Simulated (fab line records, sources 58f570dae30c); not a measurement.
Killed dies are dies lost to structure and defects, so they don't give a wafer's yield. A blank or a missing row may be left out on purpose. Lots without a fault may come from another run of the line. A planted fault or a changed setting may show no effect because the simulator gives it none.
Which tool did it? | flow berkeley_cmos170 | 7 lots, 21 wafers sampled, at 2 steps of a route of 331

WHAT THE GAUGES READ, wafer by wafer
UCB170_ACTIVE_THK_MEAS_06.
lot  | measured    | on            | ACTIVE_NITRIDE_THK (nm)
L369 | day 5 06:18 | film_metro-04 | 219.0 219.9 219.0
L372 | day 5 12:02 | film_metro-03 | 219.5 219.0 218.8
L374 | day 6 03:59 | film_metro-03 | 219.7 220.0 218.2
L376 | day 6 04:03 | film_metro-04 | 219.4 217.4 219.8
L379 | day 6 13:58 | film_metro-01 | 217.2 218.3 219.4
L382 | day 7 18:38 | film_metro-04 | 327.4 327.0 326.3
L384 | day 7 18:39 | film_metro-03 | 327.0 327.8 327.4

WHICH TOOL RAN EACH LOT (tool, then ch and the chambers of the sampled wafers, then the start)
lot  | UCB170_ACTIVE_CVD_05
L369 | lpcvd-01 ch 0, day 5 04:22
L372 | lpcvd-01 ch 1, day 5 10:07
L374 | lpcvd-02 ch 0, day 6 02:04
L376 | lpcvd-02 ch 1, day 6 02:04
L379 | lpcvd-01 ch 0, day 6 12:01
L382 | lpcvd-01 ch 1, day 7 16:43
L384 | lpcvd-01 ch 1, day 7 16:43
- UCB170_ACTIVE_CVD_05: deposits Si3N4 from SiH2Cl2/NH3, target thk 220 nm, time 3300 s.

THE ANSWER, worked out from the rows above alone
Rule: what is usual is taken from the lots themselves. Put in order of their means at a reading, lots are off if they are a third of the lots or fewer, leave a main group of 4 or more, and stand apart from it by a gap of 3 or more times the standard deviation of the main group's means; of several such gaps the widest counts. A main group whose means are all the same, to the digits that the tables above print for the reading, isn't used. A lot without any number at a reading at which 4 lots or more have one is off too. The other lots that the step has rows for count as sound.
Off: L382, L384, at UCB170_ACTIVE_THK_MEAS_06 (ACTIVE_NITRIDE_THK). The main group: mean 219.0 nm, standard deviation 0.37.
A tool fits if, at a process step before that reading, it ran every lot that is off, and no sound lot after the first of them. The gauges at UCB170_ACTIVE_THK_MEAS_06 are tried like those tools. One fits: lpcvd-01 at UCB170_ACTIVE_CVD_05. Its last sound lot is L379 (day 6 12:01), its first lot that is off L382 (day 7 16:43): a fault that began between those two fits.

WHAT THE SIMULATOR HAD PUT IN
Process parameter drift: lpcvd-01, from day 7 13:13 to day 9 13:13, at UCB170_ACTIVE_CVD_05. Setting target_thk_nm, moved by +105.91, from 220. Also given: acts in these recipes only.
Lots struck among those shown: L382, L384. The rule above found the same.
